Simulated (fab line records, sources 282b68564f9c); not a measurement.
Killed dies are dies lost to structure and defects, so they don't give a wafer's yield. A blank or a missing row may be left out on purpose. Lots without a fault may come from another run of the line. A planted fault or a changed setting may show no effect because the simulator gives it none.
fab line records | flow rit_cmos
record lots=14 wafers=42 last_day=7
route steps=202 shown NLDD@113 SILICIDE@162 M1@185
lots that met no fault: from a run of the same line without faults
start_h: hours from the record's first day to the start of the lot's first wafer shown | wait_h: hours since the lot's step before | " the same as in the row above | L1.1+2: a row that stands for several wafers | - no value, or no start given | * or withheld: withheld | < > ~ a bound
route shown NAME@n: a module of which the file shows steps, and the number in the route of the first | usual: mean/standard deviation of fault-free wafers | same: alike in all rows | chamber/n: place in a boat | sites: the reading at each site | _std_site: their standard deviation | _edge_site: outer sites' mean less inner sites' | radius_mm: how far each site lies from the wafer's centre | mask NAME#n: copy n | behind: the tool/chamber that last shaped the wafer | hold: why the lot was held/for how many hours/how that ended | device: the transistor (n, p or np) that didn't switch | end of line: the same wafers' tests at the end of the route | a step without rows: its recipe alone | killed: dies lost to structure and defects at the first sort, not the wafer's yield | map: a wafer's dies, x killed, . not, _ none there
set.NAME: the setting as run; set.NAME@STEP: as run at that earlier step | model.NAME: the simulator's own value behind a step, which no gauge read
steps of the route over a sample of lots; a table a step, a row a wafer
services: from which hour (start_h, from the record's first day; less than 0 if before it) a tool's chamber was out of use, for how many hours, and why
## steps
# step RIT_NLDD_TW_MEAS_10
# usual NLDD_TW=2500/17
# columns lot.wafer tool chamber start_h wait_h NLDD_TW
L748.3 film_metro-03 - 51.23 0.1 2481
L748.5 " - " " 2482
L748.6 " - " " 2487
L749.1 film_metro-02 - 55.74 0.1 2534
L749.2 " - " " 2542
L749.4 " - " " 2524
L750.2 film_metro-01 - 59.18 0.1 2487
L750.3 " - " " 2492
L750.6 " - " " 2480
L751.2 film_metro-01 - 66.50 0.1 2475
L751.3 " - " " 2481
L751.5 " - " " 2495
L752.1 film_metro-02 - 68.79 0.1 2520
L752.3 " - " " 2527
L752.6 " - " " 2531
L753.3 film_metro-02 - 74.27 0.1 2508
L753.4 " - " " 2513
L753.5 " - " " 2495
L755.1 film_metro-02 - 82.03 0.1 2514
L755.4 " - " " 2512
L755.6 " - " " 2515
L754.1 film_metro-01 - 82.34 0.1 2517
L754.3 " - " " 2505
L754.6 " - " " 2492
L757.1 film_metro-03 - 98.60 0.1 2479
L757.3 " - " " 2478
L757.6 " - " " 2476
L762.1 film_metro-03 - 118.01 0.1 2475
L762.2 " - " " 2482
L762.6 " - " " 2471
L767.2 film_metro-02 - 144.99 0.1 2510
L767.3 " - " " 2503
L767.4 " - " " 2514
L768.1 film_metro-03 - 147.66 0.1 2490
L768.5 " - " " 2496
L768.6 " - " " 2502
L770.2 film_metro-02 - 157.28 0.1 2509
L770.4 " - " " 2515
L770.6 " - " " 2518
L771.3 film_metro-02 - 163.23 0.1 2526
L771.5 " - " " 2511
L771.6 " - " " 2519
# step RIT_SILICIDE_SPUTTER_01
# recipe material=Ti target_thk_nm=30 power_w=350 chamber_pressure_pa=0.667 gas=Ar time_s=240 substrate_temp_c=25
# usual cathode_dc_power_W=350.00/0.063 chamber_pressure_pa=0.6670/0.0014 substrate_temp_c=25.01/0.1 throttle_valve_pct=30.7/0.94
# columns lot.wafer tool chamber start_h wait_h cathode_dc_power_W chamber_pressure_pa substrate_temp_c throttle_valve_pct
L748.3 pvd_sputter-01 - 58.95 0.0 350.02 0.6668 24.88 30.8
L748.5 " - " " 350.07 0.6669 24.88 29.9
L748.6 " - " " 350.02 0.6657 25.09 31.3
L749.1 pvd_sputter-04 - 63.78 0.0 350.09 0.6650 25.24 31.4
L749.2 " - " " 349.96 0.6663 25.21 28.9
L749.4 " - " " 350.13 0.6659 25.06 31.8
L750.2 pvd_sputter-01 - 67.40 0.0 349.93 0.6668 24.95 31.1
L750.3 " - " " 350.07 0.6677 24.96 30.8
L750.6 " - " " 349.95 0.6663 25.09 29.6
L751.2 pvd_sputter-04 - 74.52 0.0 350.03 0.6632 24.85 30.9
L751.3 " - " " 350.02 0.6692 25.00 28.9
L751.5 " - " " 350.00 0.6687 24.93 28.7
L752.1 pvd_sputter-01 - 78.63 0.0 349.99 0.6662 24.77 29.9
L752.3 " - " " 349.89 0.6692 24.99 30.8
L752.6 " - " " 350.04 0.6654 24.89 29.7
L753.3 pvd_sputter-04 - 82.54 0.0 350.09 0.6690 25.04 31.4
L753.4 " - " " 350.02 0.6686 25.09 31.2
L753.5 " - " " 349.96 0.6687 25.10 31.1
L755.1 pvd_sputter-01 - 90.22 0.0 349.94 0.6687 25.07 31.0
L755.4 " - " " 349.90 0.6677 24.91 31.0
L755.6 " - " " 349.96 0.6688 24.90 31.5
L754.1 pvd_sputter-04 - 92.09 0.0 350.08 0.6667 24.90 31.3
L754.3 " - " " 349.98 0.6650 24.86 31.3
L754.6 " - " " 349.96 0.6650 25.05 30.9
L757.1 pvd_sputter-04 - 108.11 0.0 349.98 0.6670 25.12 28.7
L757.3 " - " " 350.09 0.6663 24.90 30.9
L757.6 " - " " 350.01 0.6666 24.99 28.7
L762.1 pvd_sputter-01 - 126.47 0.0 350.00 0.6665 25.11 30.8
L762.2 " - " " 349.97 0.6679 25.09 30.9
L762.6 " - " " 349.99 0.6682 25.13 31.1
L767.2 pvd_sputter-04 - 153.11 0.0 - - - -
L767.3 " - " " - - - -
L767.4 " - " " - - - -
L768.1 pvd_sputter-04 - 157.13 0.0 - - - -
L768.5 " - " " - - - -
L768.6 " - " " - - - -
L770.2 pvd_sputter-04 - 165.45 0.0 350.00 0.6663 24.91 31.4
L770.4 " - " " 349.95 0.6672 24.83 28.8
L770.6 " - " " 350.04 0.6668 24.98 28.9
L771.3 pvd_sputter-01 - 171.28 0.0 349.91 0.6680 25.13 29.6
L771.5 " - " " 350.05 0.6690 24.98 29.8
L771.6 " - " " 350.02 0.6669 25.13 30.9
# step RIT_SILICIDE_RS_MEAS_02
# recipe thk_meas_gauge=four-point-probe reads=Ti_of_SILICIDE_SPUTTER_01
# usual SILICIDE_TI_RS=48.2/0.76
# columns lot.wafer tool chamber start_h wait_h SILICIDE_TI_RS[ohm/sq]
L748.3 film_metro-02 - 59.14 0.1 48.1
L748.5 " - " " 47.9
L748.6 " - " " 48.3
L749.1 film_metro-04 - 63.93 0.1 48.3
L749.2 " - " " 48.3
L749.4 " - " " 47.3
L750.2 film_metro-04 - 67.57 0.1 49.6
L750.3 " - " " 49.7
L750.6 " - " " 49.0
L751.2 film_metro-04 - 74.69 0.1 48.1
L751.3 " - " " 48.3
L751.5 " - " " 47.6
L752.1 film_metro-04 - 78.78 0.1 48.3
L752.3 " - " " 48.7
L752.6 " - " " 48.3
L753.3 film_metro-04 - 82.73 0.1 47.4
L753.4 " - " " 47.6
L753.5 " - " " 47.7
L755.1 film_metro-04 - 90.37 0.1 49.0
L755.4 " - " " 50.0
L755.6 " - " " 49.3
L754.1 film_metro-03 - 92.24 0.1 48.2
L754.3 " - " " 47.5
L754.6 " - " " 48.6
L757.1 film_metro-04 - 108.26 0.1 47.3
L757.3 " - " " 47.6
L757.6 " - " " 47.3
L762.1 film_metro-04 - 126.62 0.1 47.3
L762.2 " - " " 48.2
L762.6 " - " " 48.2
L767.2 film_metro-04 - 153.28 0.1 -
L767.3 " - " " -
L767.4 " - " " -
L768.1 film_metro-03 - 157.28 0.1 -
L768.5 " - " " -
L768.6 " - " " -
L770.2 film_metro-04 - 165.62 0.1 48.3
L770.4 " - " " 47.7
L770.6 " - " " 48.0
L771.3 film_metro-04 - 171.47 0.1 48.8
L771.5 " - " " 49.0
L771.6 " - " " 49.4
# step RIT_SILICIDE_THK_MEAS_03
# recipe thk_meas_gauge=xrf reads=Ti_of_SILICIDE_SPUTTER_01
# usual SILICIDE_TI_THK=29.8/0.39
# columns lot.wafer tool chamber start_h wait_h SILICIDE_TI_THK[nm]
L748.3 film_metro-02 - 59.24 0.1 29.9
L748.5 " - " " 30.0
L748.6 " - " " 29.6
L749.1 film_metro-04 - 64.05 0.1 29.8
L749.2 " - " " 29.9
L749.4 " - " " 30.3
L750.2 film_metro-04 - 67.68 0.1 29.2
L750.3 " - " " 29.1
L750.6 " - " " 29.5
L751.2 film_metro-04 - 74.80 0.1 30.0
L751.3 " - " " 29.7
L751.5 " - " " 30.3
L752.1 film_metro-04 - 78.90 0.1 29.9
L752.3 " - " " 29.5
L752.6 " - " " 30.0
L753.3 film_metro-04 - 82.83 0.1 30.3
L753.4 " - " " 30.1
L753.5 " - " " 30.1
L755.1 film_metro-04 - 90.49 0.1 29.4
L755.4 " - " " 28.9
L755.6 " - " " 29.3
L754.1 film_metro-03 - 92.36 0.1 29.7
L754.3 " - " " 29.9
L754.6 " - " " 29.5
L757.1 film_metro-04 - 108.38 0.1 30.4
L757.3 " - " " 30.3
L757.6 " - " " 30.5
L762.1 film_metro-04 - 126.74 0.1 30.3
L762.2 " - " " 29.7
L762.6 " - " " 29.7
L767.2 film_metro-04 - 153.39 0.1 <0.0
L767.3 " - " " <0.0
L767.4 " - " " <0.0
L768.1 film_metro-03 - 157.40 0.1 <0.0
L768.5 " - " " <0.0
L768.6 " - " " <0.0
L770.2 film_metro-04 - 165.73 0.1 29.5
L770.4 " - " " 30.1
L770.6 " - " " 29.9
L771.3 film_metro-04 - 171.57 0.1 29.5
L771.5 " - " " 29.5
L771.6 " - " " 29.2
# step RIT_SILICIDE_RTA_04
# recipe temp_c=650 time_s=10 idle_temp_c=25 ramp_up_s=5 ramp_down_s=5 cool_to_c=25 ambient=N2
# usual chamber_o2_ppm=1.999/0.021 wafer_temp_C_max=652.8/0.55
# columns lot.wafer tool chamber start_h wait_h chamber_o2_ppm wafer_temp_C_max
L748.3 rtp_anneal-02 0 59.30 0.1 2.007 652.4
L748.5 " 0 " " 1.988 652.6
L748.6 " 0 " " 1.988 652.9
L749.1 rtp_anneal-02 0 64.11 0.1 1.992 652.2
L749.2 " 0 " " 1.992 652.7
L749.4 " 0 " " 2.001 653.3
L750.2 rtp_anneal-02 0 67.74 0.1 1.980 653.0
L750.3 " 0 " " 1.978 652.9
L750.6 " 0 " " 1.966 653.1
L751.2 rtp_anneal-01 0 74.86 0.1 1.988 653.0
L751.3 " 0 " " 1.959 653.7
L751.5 " 0 " " 2.022 652.6
L752.1 rtp_anneal-02 0 78.96 0.1 1.978 653.0
L752.3 " 0 " " 2.014 652.3
L752.6 " 0 " " 2.008 653.4
L753.3 rtp_anneal-02 0 82.89 0.1 2.009 652.1
L753.4 " 0 " " 1.962 652.3
L753.5 " 0 " " 1.969 653.0
L755.1 rtp_anneal-02 0 90.55 0.1 1.996 652.2
L755.4 " 0 " " 1.991 652.5
L755.6 " 0 " " 2.002 652.0
L754.1 rtp_anneal-01 0 92.42 0.1 1.984 652.7
L754.3 " 0 " " 1.990 652.9
L754.6 " 0 " " 1.973 654.2
L757.1 rtp_anneal-02 0 108.44 0.1 1.995 652.6
L757.3 " 0 " " 1.989 653.9
L757.6 " 0 " " 1.988 653.0
L762.1 rtp_anneal-02 0 126.80 0.1 1.981 652.5
L762.2 " 0 " " 1.963 652.4
L762.6 " 0 " " 1.987 652.8
L767.2 rtp_anneal-01 0 153.45 0.1 2.005 652.8
L767.3 " 0 " " 2.007 652.9
L767.4 " 0 " " 1.975 652.4
L768.1 rtp_anneal-02 0 157.46 0.1 2.012 652.8
L768.5 " 0 " " 1.994 652.6
L768.6 " 0 " " 2.012 652.1
L770.2 rtp_anneal-02 0 165.80 0.1 2.008 652.8
L770.4 " 0 " " 2.058 652.1
L770.6 " 0 " " 2.009 652.8
L771.3 rtp_anneal-01 0 171.65 0.1 1.965 652.6
L771.5 " 0 " " 1.982 653.4
L771.6 " 0 " " 1.992 652.3
# step RIT_M1_RS_MEAS_01
# recipe thk_meas_gauge=four-point-probe reads=Al_of_M1_SPUTTER_00
# usual M1_AL_RS=0.0763/0.0008
# columns lot.wafer tool chamber start_h wait_h M1_AL_RS[ohm/sq]
L748.3 film_metro-01 - 62.24 0.2 0.0773
L748.5 " - " " 0.0771
L748.6 " - " " 0.0770
L749.1 film_metro-02 - 66.95 0.1 0.0747
L749.2 " - " " 0.0757
L749.4 " - " " 0.0749
L750.2 film_metro-02 - 70.45 0.2 0.0762
L750.3 " - " " 0.0756
L750.6 " - " " 0.0763
L751.2 film_metro-03 - 78.40 0.3 0.0759
L751.3 " - " " 0.0769
L751.5 " - " " 0.0768
L752.1 film_metro-03 - 81.74 0.1 0.0764
L752.3 " - " " 0.0761
L752.6 " - " " 0.0753
L753.3 film_metro-01 - 85.74 0.2 0.0757
L753.4 " - " " 0.0770
L753.5 " - " " 0.0771
L755.1 film_metro-03 - 93.38 0.1 0.0759
L755.4 " - " " 0.0765
L755.6 " - " " 0.0753
L754.1 film_metro-01 - 95.12 0.1 0.0762
L754.3 " - " " 0.0757
L754.6 " - " " 0.0762
L757.1 film_metro-03 - 111.49 0.1 0.0761
L757.3 " - " " 0.0750
L757.6 " - " " 0.0765
L762.1 film_metro-01 - 129.51 0.1 0.0769
L762.2 " - " " 0.0780
L762.6 " - " " 0.0772
L770.2 film_metro-02 - 168.56 0.2 0.0769
L770.4 " - " " 0.0767
L770.6 " - " " 0.0765
L771.3 film_metro-02 - 174.48 0.2 0.0770
L771.5 " - " " 0.0761
L771.6 " - " " 0.0766
# step RIT_M1_PROBE_99
# usual killed_at_contacts=0.1/0.25 killed_at_front_end=6.8/2.9 killed_dies=6.9/2.9 killed_on_rim=1.7/1.3 killed_open=3.3/1.9 killed_short=3.6/1.9
# same gross_dies=264 killed_at_M0_to_M3=0 killed_at_M4_up=0 killed_at_back_side=0 killed_at_other=0
# columns lot.wafer tool chamber start_h wait_h killed_at_contacts killed_at_front_end killed_dies killed_on_rim killed_open killed_short
L748.3 prober-02 - 66.24 0.2 0 9 9 0 2 7
L748.5 prober-02 - 66.34 0.2 0 5 5 1 2 3
L748.6 prober-02 - 66.39 0.2 0 4 4 1 4 0
L750.2 prober-02 - 74.37 0.1 0 4 4 1 3 1
L750.3 prober-02 - 74.42 0.2 0 7 7 0 5 2
L750.6 prober-02 - 74.57 0.2 1 6 7 2 3 4
L753.3 prober-01 - 89.52 0.2 1 12 13 3 6 7
L753.4 prober-01 - 89.57 0.2 0 8 8 2 2 6
L753.5 prober-01 - 89.62 0.2 0 9 9 3 5 4
L755.1 prober-02 - 97.23 0.1 0 7 7 3 1 6
L755.4 prober-02 - 97.38 0.2 0 6 6 3 4 2
L755.6 prober-02 - 97.48 0.2 0 15 15 5 8 7
L754.1 prober-01 - 98.97 0.1 0 5 5 2 3 2
L754.3 prober-01 - 99.07 0.2 0 2 2 0 0 2
L754.6 prober-01 - 99.22 0.2 0 7 7 1 4 3
L757.1 prober-01 - 115.38 0.1 1 6 7 1 3 4
L757.3 prober-01 - 115.48 0.2 0 10 10 5 7 3
L757.6 prober-01 - 115.63 0.2 0 5 5 2 4 1
L762.1 prober-01 - 133.26 0.1 0 4 4 3 2 2
L762.2 prober-01 - 133.31 0.1 0 6 6 1 3 3
L762.6 prober-01 - 133.51 0.2 0 13 13 4 8 5
L767.2 prober-02 - 160.27 0.1 0 264 264 70 3 5
L767.3 prober-02 - 160.32 0.2 0 264 264 70 2 3
L767.4 prober-02 - 160.37 0.2 0 264 264 70 3 1
L768.1 prober-01 - 164.25 0.1 0 264 264 70 2 2
L768.5 prober-01 - 164.45 0.2 0 264 264 70 3 5
L768.6 prober-01 - 164.50 0.2 0 264 264 70 1 2
# killed by level:class
L748.3 FOX1:geometric_particle:short=2 FOX2:geometric_particle:short=2 GATE:geometric_particle:open=1 GATE:geometric_particle:short=1 REOX:geometric_particle:open=1 REOX:geometric_particle:short=1 SILICIDE:geometric_particle:short=1
L748.5 GATE:geometric_particle:open=2 SPACER:geometric_particle:short=2 GATE:geometric_particle:short=1
L748.6 FOX2:geometric_particle:open=2 REOX:geometric_particle:open=2
L750.2 GATE:geometric_particle:open=2 FOX2:geometric_particle:short=1 SPACER:geometric_particle:open=1
L750.3 GATE:geometric_particle:open=3 FOX1:geometric_particle:open=1 GATE:geometric_particle:short=1 REOX:geometric_particle:short=1 REOX:geometric_particle:open=1
L750.6 GATE:geometric_particle:short=2 FOX2:geometric_particle:short=1 FOX2:geometric_particle:open=1 GATE:geometric_particle:open=1 REOX:geometric_particle:short=1 CONTACT:geometric_particle:open=1
L753.3 GATE:geometric_particle:open=4 GATE:geometric_particle:short=4 FOX2:geometric_particle:short=2 REOX:geometric_particle:open=2 CONTACT:geometric_particle:short=1
L753.4 GATE:geometric_particle:short=3 FOX1:geometric_particle:short=1 GATE:geometric_particle:open=1 SPACER:geometric_particle:short=1 SPACER:geometric_particle:open=1 SILICIDE:geometric_particle:short=1
L753.5 FOX2:geometric_particle:open=2 FOX2:geometric_particle:short=1 GATE:geometric_particle:short=1 REOX:geometric_particle:short=1 REOX:geometric_particle:open=1 SPACER:geometric_particle:open=1 SILICIDE:geometric_particle:open=1 SILICIDE:geometric_particle:short=1
L755.1 GATE:geometric_particle:short=2 SPACER:geometric_particle:short=2 FOX1:geometric_particle:short=1 GATE:geometric_particle:open=1 REOX:geometric_particle:short=1
L755.4 FOX1:geometric_particle:open=2 FOX1:geometric_particle:short=1 GATE:geometric_particle:open=1 GATE:geometric_particle:short=1 REOX:geometric_particle:open=1
L755.6 GATE:geometric_particle:short=4 FOX1:geometric_particle:open=2 FOX1:geometric_particle:short=2 GATE:geometric_particle:open=2 REOX:geometric_particle:open=2 SPACER:geometric_particle:open=2 SPACER:geometric_particle:short=1
L754.1 SILICIDE:geometric_particle:open=3 FOX1:geometric_particle:short=1 FOX2:geometric_particle:short=1
L754.3 REOX:geometric_particle:short=1 SILICIDE:geometric_particle:short=1
L754.6 SILICIDE:geometric_particle:open=3 FOX1:geometric_particle:short=2 ACTIVE:geometric_particle:short=1 FOX2:geometric_particle:open=1
L757.1 GATE:geometric_particle:short=3 GATE:geometric_particle:open=2 FOX1:geometric_particle:open=1 CONTACT:geometric_particle:short=1
L757.3 REOX:geometric_particle:open=4 GATE:geometric_particle:short=2 FOX1:geometric_particle:short=1 FOX2:geometric_particle:open=1 GATE:geometric_particle:open=1 SPACER:geometric_particle:open=1
L757.6 GATE:geometric_particle:open=2 FOX1:geometric_particle:open=1 FOX2:geometric_particle:short=1 FOX2:geometric_particle:open=1
L762.1 GATE:geometric_particle:short=2 REOX:geometric_particle:open=1 SILICIDE:geometric_particle:open=1
L762.2 REOX:geometric_particle:short=2 REOX:geometric_particle:open=2 FOX2:geometric_particle:open=1 SILICIDE:geometric_particle:short=1
L762.6 REOX:geometric_particle:open=5 GATE:geometric_particle:open=3 FOX2:geometric_particle:short=1 GATE:geometric_particle:short=1 REOX:geometric_particle:short=1 SPACER:geometric_particle:short=1 SILICIDE:geometric_particle:short=1
L767.2 SILICIDE:area_sputter=256 GATE:geometric_particle:short=4 GATE:geometric_particle:open=3 SPACER:geometric_particle:short=1
L767.3 SILICIDE:area_sputter=259 GATE:geometric_particle:short=2 FOX1:geometric_particle:open=1 FOX2:geometric_particle:short=1 GATE:geometric_particle:open=1
L767.4 SILICIDE:area_sputter=260 GATE:geometric_particle:open=3 GATE:geometric_particle:short=1
L768.1 SILICIDE:area_sputter=260 FOX1:geometric_particle:open=1 GATE:geometric_particle:short=1 REOX:geometric_particle:open=1 REOX:geometric_particle:short=1
L768.5 SILICIDE:area_sputter=256 REOX:geometric_particle:open=3 GATE:geometric_particle:short=2 REOX:geometric_particle:short=2 FOX2:geometric_particle:short=1
L768.6 SILICIDE:area_sputter=261 GATE:geometric_particle:short=1 GATE:geometric_particle:open=1 SPACER:geometric_particle:short=1
## services
# columns tool chamber start_h hours kind
rtp_anneal-01 - 38.90 35.1 pm
rtp_anneal-01 - 79.63 5.0 pm
pvd_sputter-01 - 80.12 3.4 repair
## key
first_sign step=RIT_SILICIDE_SPUTTER_01 reading=tool_record direction=missing
effect step=RIT_SILICIDE_RS_MEAS_02 reading=SILICIDE_TI_RS direction=missing
effect step=RIT_SILICIDE_THK_MEAS_03 reading=SILICIDE_TI_THK direction=down sigmas=77 usual=29.8 struck=<0.0
effect step=RIT_M1_PROBE_99 reading=killed_at_front_end direction=up sigmas=89 usual=6.8 struck=264
more_kills_born_at RIT_SILICIDE_SPUTTER_01@pvd_sputter-04=1552
met_at RIT_SILICIDE_SPUTTER_01
struck_lots L767,L768
later_rows_left_out L767.2,L767.3,L767.4,L768.1,L768.5,L768.6
tester_left_out L767,L768
not_acting_at RIT_NLDD_TW_MEAS_10,RIT_SILICIDE_RTA_04,RIT_M1_RS_MEAS_01
onset_between 108.11 153.11
fault kind=skipped_step_whole tool=pvd_sputter-04 chamber=- onset_h=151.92 steps=RIT_SILICIDE_SPUTTER_01 scope=struck_lots_only
# tester_left_out: of these lots the tester's yield and bins aren't shown, on N5 and GAA mostly nor the transistor test; their killed dies are dies lost to structure and defects alone, not to doping, threshold or leakage, so they don't give the yield
# later_rows_left_out: the simulator's readings of these wafers behind a module that went badly wrong aren't trusted and aren't shown, but for the sort
